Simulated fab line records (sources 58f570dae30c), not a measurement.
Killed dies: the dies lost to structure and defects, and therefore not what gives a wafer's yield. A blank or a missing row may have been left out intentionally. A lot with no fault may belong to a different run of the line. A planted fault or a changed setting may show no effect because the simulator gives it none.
Which tool was responsible? || flow berkeley cmos170 || 18 wafers from 6 lots sampled at 3 of the route's 331 steps

## WHAT EACH GAUGE READ, for each wafer
UCB170_WELLDRIVE_THK_MEAS_02.
{"lot": "L154", "measured": "day 4 15:20", "on": "film metro-02", "WELLDRIVE_OXIDE_THK (nm)": "195 195 199"}
{"lot": "L153", "measured": "day 4 15:20", "on": "film metro-03", "WELLDRIVE_OXIDE_THK (nm)": "197 197 198"}
{"lot": "L155", "measured": "day 5 01:35", "on": "film metro-03", "WELLDRIVE_OXIDE_THK (nm)": "199 198 195"}
{"lot": "L158", "measured": "day 5 07:55", "on": "film metro-01", "WELLDRIVE_OXIDE_THK (nm)": "193 192 194"}
{"lot": "L160", "measured": "day 5 23:37", "on": "film metro-02", "WELLDRIVE_OXIDE_THK (nm)": "200 202 200"}
{"lot": "L163", "measured": "day 6 07:26", "on": "film metro-01", "WELLDRIVE_OXIDE_THK (nm)": "183 177 180"}

## EACH LOT AND THE TOOL THAT RAN IT (in order: tool; ch and the chambers of the sampled wafers; start)
{"lot": "L154", "UCB170_PWELL_ETCH_14": "rie diel-01 ch 0,1,3, day 4 02:53", "UCB170_WELLDRIVE_OXIDATION_01": "furnace-04 ch 0, day 4 11:50"}
{"lot": "L153", "UCB170_PWELL_ETCH_14": "rie diel-03 ch 0,2,3, day 4 02:39", "UCB170_WELLDRIVE_OXIDATION_01": "furnace-04 ch 0, day 4 11:50"}
{"lot": "L155", "UCB170_PWELL_ETCH_14": "rie diel-04 ch 1,2, day 4 11:15", "UCB170_WELLDRIVE_OXIDATION_01": "furnace-01 ch 0, day 4 22:04"}
{"lot": "L158", "UCB170_PWELL_ETCH_14": "rie diel-03 ch 1,2, day 4 18:56", "UCB170_WELLDRIVE_OXIDATION_01": "furnace-02 ch 0, day 5 04:23"}
{"lot": "L160", "UCB170_PWELL_ETCH_14": "rie diel-03 ch 2,3, day 5 10:07", "UCB170_WELLDRIVE_OXIDATION_01": "furnace-01 ch 0, day 5 20:06"}
{"lot": "L163", "UCB170_PWELL_ETCH_14": "rie diel-03 ch 0,2,3, day 5 17:23", "UCB170_WELLDRIVE_OXIDATION_01": "furnace-01 ch 0, day 6 03:56"}
- UCB170_PWELL_ETCH_14: etches Si3N4 in CH3F/Ar/O2, stops on SiO2, target depth 242 nm, time 151 s.
- UCB170_WELLDRIVE_OXIDATION_01: target thk 199 nm, ox time 9000 s.

## THE ANSWER, worked out from the rows above alone
Rule: what is usual is taken from the lots themselves. Put in order of their means at a reading, lots are off if they are a third of the lots or fewer, leave a main group of 4 or more, and stand apart from it by a gap of 3 or more times the standard deviation of the main group's means; of several such gaps the widest counts. The tables above print the reading to a certain number of digits; a main group whose means all agree to those digits is not used. A lot without any number at a reading at which 4 lots or more have one is off too. Where the step has rows for the other lots, those lots are counted as sound.
Off: L163, at UCB170_WELLDRIVE_THK_MEAS_02 (WELLDRIVE_OXIDE_THK). The main group has a mean of 197 nm with a standard deviation of 2.5.
A tool fits if, at a process step before that reading, it ran every lot that is off, and no sound lot after the first of them. Those tools and the gauges at UCB170_WELLDRIVE_THK_MEAS_02 are tried in the same way. Can't be told from this: 3 tools fit, rie diel-03 at UCB170_PWELL_ETCH_14, furnace-01 at UCB170_WELLDRIVE_OXIDATION_01, film metro-01 at UCB170_WELLDRIVE_THK_MEAS_02.

## WHAT THE SIMULATOR HAD PUT IN
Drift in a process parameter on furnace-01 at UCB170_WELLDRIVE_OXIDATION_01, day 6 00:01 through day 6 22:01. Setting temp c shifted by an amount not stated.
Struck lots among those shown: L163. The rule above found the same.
